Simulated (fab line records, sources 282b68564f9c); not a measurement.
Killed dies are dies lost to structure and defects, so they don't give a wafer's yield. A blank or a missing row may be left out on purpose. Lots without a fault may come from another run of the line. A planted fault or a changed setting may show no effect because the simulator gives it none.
fab line records | flow rit_cmos
record lots=13 wafers=39 last_day=7
route steps=202 shown GATE@76 PLDD@123 M1@193
lots that met no fault: from a run of the same line without faults
start_h: hours from the record's first day to the start of the lot's first wafer shown | wait_h: hours since the lot's step before | " the same as in the row above | L1.1+2: a row that stands for several wafers | - no value, or no start given | * or withheld: withheld | < > ~ a bound
route shown NAME@n: a module of which the file shows steps, and the number in the route of the first | usual: mean/standard deviation of fault-free wafers | same: alike in all rows | chamber/n: place in a boat | sites: the reading at each site | _std_site: their standard deviation | _edge_site: outer sites' mean less inner sites' | radius_mm: how far each site lies from the wafer's centre | mask NAME#n: copy n | behind: the tool/chamber that last shaped the wafer | hold: why the lot was held/for how many hours/how that ended | device: the transistor (n, p or np) that didn't switch | end of line: the same wafers' tests at the end of the route | a step without rows: its recipe alone | killed: dies lost to structure and defects at the first sort, not the wafer's yield | map: a wafer's dies, x killed, . not, _ none there
set.NAME: the setting as run; set.NAME@STEP: as run at that earlier step | model.NAME: the simulator's own value behind a step, which no gauge read
steps of the route over a sample of lots; a table a step, a row a wafer
services: from which hour (start_h, from the record's first day; less than 0 if before it) a tool's chamber was out of use, for how many hours, and why
## steps
# step RIT_GATE_CLEAN_01
# recipe chemistry=SC1 mix=3:3:50 time_s=600 temp_c=75
# columns lot.wafer tool chamber start_h wait_h
L717.2+4+6 wet_bench-02 0 42.70 0.0
L718.3+4+5 wet_bench-01 2 43.15 0.0
L720.1+2+3 wet_bench-02 2 51.70 0.0
L721.1+4+5 wet_bench-02 2 56.77 0.0
L723.3+4+5 wet_bench-01 0 66.39 0.0
L724.1+2+5 wet_bench-01 3 72.51 0.0
L725.1+3+6 wet_bench-04 3 80.66 0.0
L730.3+4+6 wet_bench-04 2 98.36 0.0
L734.2+3+5 wet_bench-01 0 121.13 0.0
L735.2+3+6 wet_bench-02 3 126.79 0.0
L736.4+5+6 wet_bench-01 1 131.88 0.0
L738.2+5+6 wet_bench-01 1 140.54 0.0
L740.1+5+6 wet_bench-02 1 151.30 0.0
# step RIT_GATE_CD_MEAS_16
# recipe target_cd_nm=150
# usual cd_nm=151.0/2.4
# columns lot.wafer tool chamber start_h wait_h cd_nm
L717.2 cd_sem-02 - 49.97 - 151.4
L717.4 " - " " 150.9
L717.6 " - " " 150.6
L718.3 cd_sem-01 - 51.99 - 149.4
L718.4 " - " " 149.0
L718.5 " - " " 148.9
L720.1 cd_sem-02 - 58.28 - 153.1
L720.2 " - " " 150.0
L720.3 " - " " 153.4
L721.1 cd_sem-01 - 66.34 - 154.2
L721.4 " - " " 153.6
L721.5 " - " " 152.2
L723.3 cd_sem-02 - 71.37 - 148.9
L723.4 " - " " 150.2
L723.5 " - " " 150.9
L724.1 cd_sem-02 - 82.66 - 149.0
L724.2 " - " " 150.6
L724.5 " - " " 150.0
L725.1 cd_sem-01 - 85.88 - 151.0
L725.3 " - " " 151.4
L725.6 " - " " 152.6
L730.3 cd_sem-02 - 108.03 - 152.1
L730.4 " - " " 152.2
L730.6 " - " " 154.0
L734.2 cd_sem-02 - 126.68 - 151.0
L734.3 " - " " 151.6
L734.5 " - " " 150.1
L735.2 cd_sem-02 - 134.69 - 150.7
L735.3 " - " " 151.1
L735.6 " - " " 149.0
L736.4 cd_sem-01 - 136.35 - 152.5
L736.5 " - " " 153.2
L736.6 " - " " 153.0
L738.2 cd_sem-01 - 147.48 - 152.0
L738.5 " - " " 151.0
L738.6 " - " " 151.6
L740.1 cd_sem-01 - 157.98 - 148.7
L740.5 " - " " 147.6
L740.6 " - " " 149.9
# step RIT_PLDD_STRIP_09
# recipe chemistry=O2 time_s=180 resist=NOVOLAK platen_temp_c=withheld power_w=500 pressure_mtorr=4000 o2_flow_sccm=4000
# usual drypump_motor_current_A=5.7/0.47 o2_flow_sccm=4000/12
# columns lot.wafer tool chamber start_h wait_h drypump_motor_current_A o2_flow_sccm rf_hours_counter_h
L717.2 plasma_asher-01 1 58.19 0.1 5.7 3987 34
L717.4 " 0 " " 5.9 3988 -
L717.6 " 0 " " 6.0 4002 -
L718.3 plasma_asher-02 1 60.91 0.1 6.4 4000 -
L718.4 " 0 " " 6.4 4022 -
L718.5 " 1 " " 6.4 4003 -
L720.1 plasma_asher-01 0 65.44 0.1 6.0 3991 36
L720.2 " 1 " " 5.7 4007 36
L720.3 " 1 " " 5.7 4003 -
L721.1 plasma_asher-01 0 73.56 0.1 5.9 4018 37
L721.4 " 1 " " 5.7 4006 -
L721.5 " 1 " " 5.7 4003 -
L723.3 plasma_asher-03 0 78.01 0.1 5.2 4006 -
L723.4 " 1 " " 5.1 3970 -
L723.5 " 1 " " 5.1 3980 -
L724.1 plasma_asher-03 0 88.99 0.1 5.2 3997 30
L724.2 " 1 " " 5.1 4013 30
L724.5 " 0 " " 5.2 3983 -
L725.1 plasma_asher-03 1 94.72 0.1 5.1 3994 31
L725.3 " 0 " " 5.2 3980 -
L725.6 " 0 " " 5.2 4005 -
L730.3 plasma_asher-01 1 115.10 0.1 5.7 4003 -
L730.4 " 0 " " 6.0 3994 -
L730.6 " 0 " " 5.9 4015 -
L734.2 plasma_asher-02 1 135.34 0.1 6.4 4004 50
L734.3 " 0 " " 6.4 4008 -
L734.5 " 1 " " 6.4 4005 -
L735.2 plasma_asher-02 0 142.40 0.1 6.4 3986 51
L735.3 " 0 " " 6.4 4006 -
L735.6 " 1 " " 6.4 4005 -
L736.4 plasma_asher-03 1 143.30 0.1 5.1 3996 -
L736.5 " 0 " " 5.2 3994 -
L736.6 " 1 " " 5.1 3981 -
L738.2 plasma_asher-03 1 154.09 0.1 5.1 4008 37
L738.5 " 0 " " 5.2 4025 -
L738.6 " 1 " " 5.1 4008 -
L740.1 plasma_asher-03 0 164.50 0.1 5.2 3980 38
L740.5 " 0 " " 5.2 3994 -
L740.6 " 1 " " 5.1 4003 -
# step RIT_M1_CD_MEAS_09
# recipe target_cd_nm=2600
# usual cd_nm=2600.4/2.2
# columns lot.wafer tool chamber start_h wait_h cd_nm
L717.2 cd_sem-02 - 69.80 - 2600.3
L717.4 " - " " 2600.8
L717.6 " - " " 2603.8
L718.3 cd_sem-02 - 72.29 - 2601.9
L718.4 " - " " 2599.3
L718.5 " - " " 2600.8
L720.1 cd_sem-02 - 77.00 - 2600.6
L720.2 " - " " 2597.8
L720.3 " - " " 2597.2
L721.1 cd_sem-01 - 84.99 - 2599.4
L721.4 " - " " 2599.9
L721.5 " - " " 2599.0
L723.3 cd_sem-01 - 88.95 - 2595.6
L723.4 " - " " 2598.9
L723.5 " - " " 2598.5
L724.1 cd_sem-02 - 100.22 - 2599.8
L724.2 " - " " 2599.9
L724.5 " - " " 2598.5
L725.1 cd_sem-02 - 106.51 - 2603.5
L725.3 " - " " 2600.4
L725.6 " - " " 2601.0
L730.3 cd_sem-01 - 126.14 - 2600.9
L730.4 " - " " 2600.1
L730.6 " - " " 2599.7
L734.2 cd_sem-01 - 146.53 - 2602.4
L734.3 " - " " 2602.3
L734.5 " - " " 2601.3
L735.2 cd_sem-01 - 153.47 - 2599.2
L735.3 " - " " 2597.1
L735.6 " - " " 2598.8
L736.4 cd_sem-02 - 154.65 - 2596.0
L736.5 " - " " 2601.2
L736.6 " - " " 2598.8
L738.2 cd_sem-01 - 165.47 - 2598.2
L738.5 " - " " 2595.6
L738.6 " - " " 2594.8
L740.1 cd_sem-01 - 175.54 - 2601.8
L740.5 " - " " 2601.7
L740.6 " - " " 2603.6
# step RIT_M1_PROBE_99
# usual killed_at_contacts=0.1/0.23 killed_at_front_end=6.6/2.8 killed_dies=6.6/2.8 killed_open=3.3/2 killed_short=3.2/1.7
# same gross_dies=264 killed_at_M0_to_M3=0 killed_at_M4_up=0 killed_at_back_side=0 killed_at_other=0
# columns lot.wafer tool chamber start_h wait_h hold killed_at_contacts killed_at_front_end killed_dies killed_open killed_short
L717.2 prober-02 - 72.59 0.1 - 0 4 4 2 2
L717.4 prober-02 - 72.69 0.2 - 0 6 6 3 3
L717.6 prober-02 - 72.79 0.2 - 0 3 3 3 0
L718.3 prober-01 - 75.01 0.2 - 0 4 4 1 3
L718.4 prober-01 - 75.06 0.2 - 0 3 3 2 1
L718.5 prober-01 - 75.11 0.2 - 0 7 7 3 4
L720.1 prober-01 - 79.68 0.1 - 1 8 9 3 6
L720.2 prober-01 - 79.73 0.1 - 0 2 2 2 0
L720.3 prober-01 - 79.78 0.2 - 0 4 4 4 0
L721.1 prober-02 - 87.74 0.1 - 0 5 5 0 5
L721.4 prober-02 - 87.89 0.2 - 0 10 10 7 3
L721.5 prober-02 - 87.94 0.2 - 0 11 11 7 4
L723.3 prober-02 - 91.85 0.2 - 0 4 4 0 3
L723.4 prober-02 - 91.90 0.2 - 0 7 7 4 3
L723.5 prober-02 - 91.95 0.2 - 0 13 13 6 6
L724.1 prober-01 - 102.93 0.1 - 0 6 6 3 3
L724.2 prober-01 - 102.98 0.1 - 0 5 5 3 2
L724.5 prober-01 - 103.13 0.2 - 0 9 9 5 4
L725.1 prober-01 - 109.18 0.1 - 0 1 1 1 0
L725.3 prober-01 - 109.28 0.2 - 0 7 7 2 4
L725.6 prober-01 - 109.43 0.2 - 0 5 5 1 4
L730.3 prober-01 - 128.85 0.2 await_dispo/2.1h/release 0 29 29 1 1
L730.4 prober-01 - 128.90 0.2 await_dispo/2.1h/release 0 40 40 3 6
L730.6 prober-01 - 129.00 0.2 await_dispo/2.1h/release 0 34 34 2 5
L734.2 prober-01 - 149.22 0.1 - 0 1 1 0 1
L734.3 prober-01 - 149.27 0.2 - 0 5 5 3 2
L734.5 prober-01 - 149.37 0.2 - 1 4 5 3 2
L735.2 prober-02 - 156.16 0.1 - 0 6 6 3 3
L735.3 prober-02 - 156.21 0.2 - 0 6 6 2 4
L735.6 prober-02 - 156.36 0.2 - 0 11 11 3 7
L736.4 prober-01 - 157.76 0.2 - 0 7 7 4 2
L736.5 prober-01 - 157.81 0.2 - 0 6 6 2 4
L736.6 prober-01 - 157.86 0.2 - 0 6 6 5 1
L738.2 prober-01 - 168.17 0.1 - 0 5 5 3 2
L738.5 prober-01 - 168.32 0.2 - 0 7 7 4 3
L738.6 prober-01 - 168.37 0.2 - 0 10 10 4 6
L740.1 prober-01 - 178.22 0.1 - 0 2 2 0 2
L740.5 prober-01 - 178.42 0.2 - 0 3 3 2 1
L740.6 prober-01 - 178.47 0.2 - 0 2 2 0 2
# killed by level:class
L717.2 REOX:geometric_particle:open=2 GATE:geometric_particle:short=1 SPACER:geometric_particle:short=1
L717.4 SPACER:geometric_particle:short=2 FOX1:geometric_particle:open=1 GATE:geometric_particle:open=1 SPACER:geometric_particle:open=1 GATE:geometric_particle:short=1
L717.6 SPACER:geometric_particle:open=2 FOX1:geometric_particle:open=1
L718.3 FOX1:geometric_particle:open=1 FOX1:geometric_particle:short=1 FOX2:geometric_particle:short=1 GATE:geometric_particle:short=1
L718.4 ACTIVE:geometric_particle:open=1 GATE:geometric_particle:short=1 SPACER:geometric_particle:open=1
L718.5 SPACER:geometric_particle:short=3 GATE:geometric_particle:open=2 FOX2:geometric_particle:open=1 SILICIDE:geometric_particle:short=1
L720.1 FOX2:geometric_particle:short=2 FOX1:geometric_particle:short=1 GATE:geometric_particle:short=1 GATE:geometric_particle:open=1 REOX:geometric_particle:open=1 SPACER:geometric_particle:short=1 SILICIDE:geometric_particle:short=1 CONTACT:geometric_particle:open=1
L720.2 REOX:geometric_particle:open=1 SPACER:geometric_particle:open=1
L720.3 REOX:geometric_particle:open=2 ACTIVE:geometric_particle:open=1 SILICIDE:geometric_particle:open=1
L721.1 GATE:geometric_particle:short=2 FOX1:geometric_particle:short=1 FOX2:geometric_particle:short=1 SILICIDE:geometric_particle:short=1
L721.4 FOX1:geometric_particle:open=4 FOX2:geometric_particle:short=2 SPACER:geometric_particle:open=2 GATE:geometric_particle:open=1 SPACER:geometric_particle:short=1
L721.5 FOX1:geometric_particle:open=2 FOX2:geometric_particle:open=2 SILICIDE:geometric_particle:open=2 FOX1:geometric_particle:short=1 FOX2:geometric_particle:short=1 GATE:geometric_particle:short=1 REOX:geometric_particle:open=1 SPACER:geometric_particle:short=1
L723.3 FOX1:geometric_particle:short=2 REOX:geometric_particle:short=1 ACTIVE:coat_microbubble_printed=1
L723.4 FOX1:geometric_particle:short=2 FOX2:geometric_particle:open=2 FOX1:geometric_particle:open=1 SPACER:geometric_particle:short=1 SILICIDE:geometric_particle:open=1
L723.5 FOX1:geometric_particle:open=5 GATE:geometric_particle:short=3 FOX1:geometric_particle:short=1 GATE:geometric_particle:open=1 SPACER:geometric_particle:short=1 SILICIDE:geometric_particle:short=1 ACTIVE:coat_microbubble_printed=1
L724.1 GATE:geometric_particle:open=2 FOX1:geometric_particle:short=1 FOX2:geometric_particle:short=1 GATE:geometric_particle:short=1 SILICIDE:geometric_particle:open=1
L724.2 GATE:geometric_particle:open=3 GATE:geometric_particle:short=2
L724.5 GATE:geometric_particle:open=3 GATE:geometric_particle:short=2 FOX1:geometric_particle:short=1 FOX1:geometric_particle:open=1 SILICIDE:geometric_particle:open=1 SILICIDE:geometric_particle:short=1
L725.1 FOX2:geometric_particle:open=1
L725.3 FOX1:geometric_particle:short=2 FOX1:geometric_particle:open=1 REOX:geometric_particle:short=1 SPACER:geometric_particle:open=1 SILICIDE:geometric_particle:short=1 PSD:coat_microbubble_printed=1
L725.6 GATE:geometric_particle:short=2 SILICIDE:geometric_particle:short=2 REOX:geometric_particle:open=1
L730.3 GATE:unspecified=27 FOX1:geometric_particle:open=1 FOX1:geometric_particle:short=1
L730.4 GATE:unspecified=31 GATE:geometric_particle:short=3 ACTIVE:geometric_particle:short=1 FOX1:geometric_particle:short=1 GATE:geometric_particle:open=1 REOX:geometric_particle:short=1 REOX:geometric_particle:open=1 SPACER:geometric_particle:open=1
L730.6 GATE:unspecified=27 SPACER:geometric_particle:short=2 FOX1:geometric_particle:open=1 FOX1:geometric_particle:short=1 FOX2:geometric_particle:open=1 GATE:geometric_particle:short=1 REOX:geometric_particle:short=1
L734.2 REOX:geometric_particle:short=1
L734.3 FOX1:geometric_particle:short=1 REOX:geometric_particle:open=1 REOX:geometric_particle:short=1 SPACER:geometric_particle:open=1 SILICIDE:geometric_particle:open=1
L734.5 FOX1:geometric_particle:open=1 GATE:geometric_particle:short=1 REOX:geometric_particle:short=1 SPACER:geometric_particle:open=1 CONTACT:geometric_particle:open=1
L735.2 GATE:geometric_particle:open=2 FOX1:geometric_particle:open=1 FOX1:geometric_particle:short=1 GATE:geometric_particle:short=1 SPACER:geometric_particle:short=1
L735.3 SILICIDE:geometric_particle:short=2 FOX1:geometric_particle:short=1 GATE:geometric_particle:open=1 SPACER:geometric_particle:open=1 SPACER:geometric_particle:short=1
L735.6 FOX1:geometric_particle:open=3 FOX1:geometric_particle:short=2 GATE:geometric_particle:short=2 REOX:geometric_particle:short=1 SPACER:geometric_particle:short=1 SILICIDE:geometric_particle:short=1 ACTIVE:coat_microbubble_printed=1
L736.4 FOX1:geometric_particle:open=3 FOX2:geometric_particle:short=1 GATE:geometric_particle:short=1 REOX:geometric_particle:open=1 PRETRO:coat_microbubble_printed=1
L736.5 FOX1:geometric_particle:short=1 GATE:geometric_particle:open=1 GATE:geometric_particle:short=1 REOX:geometric_particle:short=1 SPACER:geometric_particle:short=1 SILICIDE:geometric_particle:open=1
L736.6 FOX1:geometric_particle:open=3 SILICIDE:geometric_particle:open=2 GATE:geometric_particle:short=1
L738.2 GATE:geometric_particle:open=2 FOX1:geometric_particle:short=1 SPACER:geometric_particle:open=1 SPACER:geometric_particle:short=1
L738.5 GATE:geometric_particle:open=3 GATE:geometric_particle:short=2 FOX1:geometric_particle:short=1 SPACER:geometric_particle:open=1
L738.6 SPACER:geometric_particle:open=3 GATE:geometric_particle:short=2 FOX1:geometric_particle:short=1 GATE:geometric_particle:open=1 REOX:geometric_particle:short=1 SPACER:geometric_particle:short=1 SILICIDE:geometric_particle:short=1
L740.1 GATE:geometric_particle:short=1 SILICIDE:geometric_particle:short=1
L740.5 GATE:geometric_particle:open=1 REOX:geometric_particle:open=1 SILICIDE:geometric_particle:short=1
L740.6 GATE:geometric_particle:short=1 SILICIDE:geometric_particle:short=1
## services
# columns tool chamber start_h hours kind
plasma_asher-02 - 39.84 14.4 repair
plasma_asher-02 - 47.53 0.5 repair
plasma_asher-03 - 52.89 14.6 pm
plasma_asher-02 - 121.22 0.5 repair
wet_bench-01 - 126.36 3.5 repair
plasma_asher-01 - 134.42 1.8 repair
## key
first_sign step=RIT_M1_PROBE_99 reading=killed_at_front_end direction=up sigmas=9.9 usual=6.6 struck=34.3
effect step=RIT_M1_PROBE_99 reading=killed_dies direction=up sigmas=9.8 usual=6.6 struck=34.3
met_at RIT_GATE_CLEAN_01
struck_lots L730
struck_wafers L730.3,L730.4,L730.6
tester_left_out L730
not_acting_at RIT_GATE_CD_MEAS_16,RIT_PLDD_STRIP_09,RIT_M1_CD_MEAS_09
fault kind=chamber_particle_source tool=wet_bench-04 chamber=2 onset_h=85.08 steps=RIT_GATE_CLEAN_01 rate_per_visit_cm2=0.68642 end_h=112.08
# tester_left_out: of these lots the tester's yield and bins aren't shown, on N5 and GAA mostly nor the transistor test; their killed dies are dies lost to structure and defects alone, not to doping, threshold or leakage, so they don't give the yield
